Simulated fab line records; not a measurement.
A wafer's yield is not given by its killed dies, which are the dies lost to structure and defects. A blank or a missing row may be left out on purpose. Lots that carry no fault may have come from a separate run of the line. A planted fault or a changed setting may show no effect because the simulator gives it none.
Comparing a struck lot with a sound one / flow berkeley_cmos170 / 16 steps out of a route of 331
Sound: the wafers L134.3, L134.4, L134.6. Struck: wafers L139.1, L139.3, L139.6. The cause is named last.
At each step with rows: each side's tool, then ch and its chambers, then its first start. Under that, the readings that differ: sound wafers / struck wafers / difference of the means / sigmas: that difference in standard deviations of wafers without a fault.
alike: same words and numbers on both sides, and readings whose means sit less than 2 such deviations apart. not compared: any withheld reading, any reading some wafer has no value for, any bound like >300 that may hide the same value, and any number with overlapping values for which the record gives no deviation.
A row with sigmas, a row that says differs or no value, or rows on one side alone: a step with any of these is where the two part. When numbers do not overlap yet have no deviation, they are printed without sigmas and do not part them. Lack of a reading on every wafer of one side parts them only where that side has two or more wafers.

UCB170_V1_CMP_02: polishes SiO2.
  sound on cmp-02 ch 0,2,3, day 9 00:05; struck on cmp-01 ch 0,1,3, day 10 17:08
  alike: motor_current_A
UCB170_V1_BOW_MEAS_03:
  struck on film_metro-04, day 10 17:20; sound on film_metro-03, day 9 00:19
  alike: V1_BOW
UCB170_V1_THK_MEAS_04:
  struck on film_metro-04, day 10 17:28; sound on film_metro-03, day 9 00:25
  alike: V1_POLISHED_THK
then, 7 steps without rows for these wafers: UCB170_V1_CLEAN_05 (cleans in DIW); UCB170_V1_HMDS_06 (prime time 60 s); UCB170_V1_COAT_07 (resist thk 900 nm); UCB170_V1_SOFTBAKE_08 (time 60 s); UCB170_V1_EXPOSE_09 (exposes mask VIA1, target cd 700 nm); UCB170_V1_PEB_10; UCB170_V1_DEVELOP_11 (develop time 45 s).
UCB170_V1_CD_MEAS_12: target cd 700 nm.
  struck on cd_sem-02, day 10 21:20; sound on cd_sem-01, day 9 02:29
  alike: cd_nm
UCB170_V1_OVL_MEAS_13:
  struck on overlay-01, day 10 21:27; sound on overlay-02, day 9 02:34
  alike: V1_OVL
UCB170_V1_ETCH_14: etches SiO2 in CHF3/CF4/Ar, stops on Al, target depth 1250 nm, time 291 s.
  sound on rie_diel-03 ch 2,3, day 9 02:36; struck on rie_diel-03 ch 2,3, day 10 21:29
reading=oes_product_au (a.u.); sound=0.872 0.871 0.870; struck=0.845 0.848 0.844; difference=-0.025; sigmas=-3
reading=model.KrF_of_V1_COAT_07.thk_nm (nm); sound=607.9 603.2 605.9; struck=675.2 674.7 672.4; difference=+68.4; sigmas=
reading=model.V1.feature_depth_nm (nm); sound=1000 999.4 999.8; struck=946.2 953.4 952.3; difference=-49.1; sigmas=
reading=model.etch.depth_nm (nm); sound=999.8 999 999.8; struck=946.2 953.4 952.3; difference=-48.9; sigmas=
  alike: cf4_flow_sccm, drypump_motor_current_A, throttle_valve_pct
  not compared: rf_hours_counter_h
UCB170_V1_STRIP_15: strips in O2.
  sound on plasma_asher-04 ch 0,1, day 9 02:49; struck on plasma_asher-03 ch 0, day 10 21:40
reading=strip_time_to_endpoint_s (s); sound=15.26 15.16 15.21; struck=16.79 16.77 16.73; difference=+1.55; sigmas=+17
  alike: drypump_motor_current_A, o2_flow_sccm, oes_product_au
  not compared: rf_hours_counter_h
UCB170_V1_CD_MEAS_90: target cd 700 nm.
  struck on cd_sem-02, day 10 21:46; sound on cd_sem-02, day 9 02:55
  alike: cd_nm
UCB170_M3_PROBE_99:
  rows exist in the record for the struck wafers here (prober-01, day 11 07:08), but not for the sound ones

WHERE THEY PART
First at UCB170_V1_ETCH_14; last, within this record, at UCB170_M3_PROBE_99.

WHY: the cause the simulator had injected
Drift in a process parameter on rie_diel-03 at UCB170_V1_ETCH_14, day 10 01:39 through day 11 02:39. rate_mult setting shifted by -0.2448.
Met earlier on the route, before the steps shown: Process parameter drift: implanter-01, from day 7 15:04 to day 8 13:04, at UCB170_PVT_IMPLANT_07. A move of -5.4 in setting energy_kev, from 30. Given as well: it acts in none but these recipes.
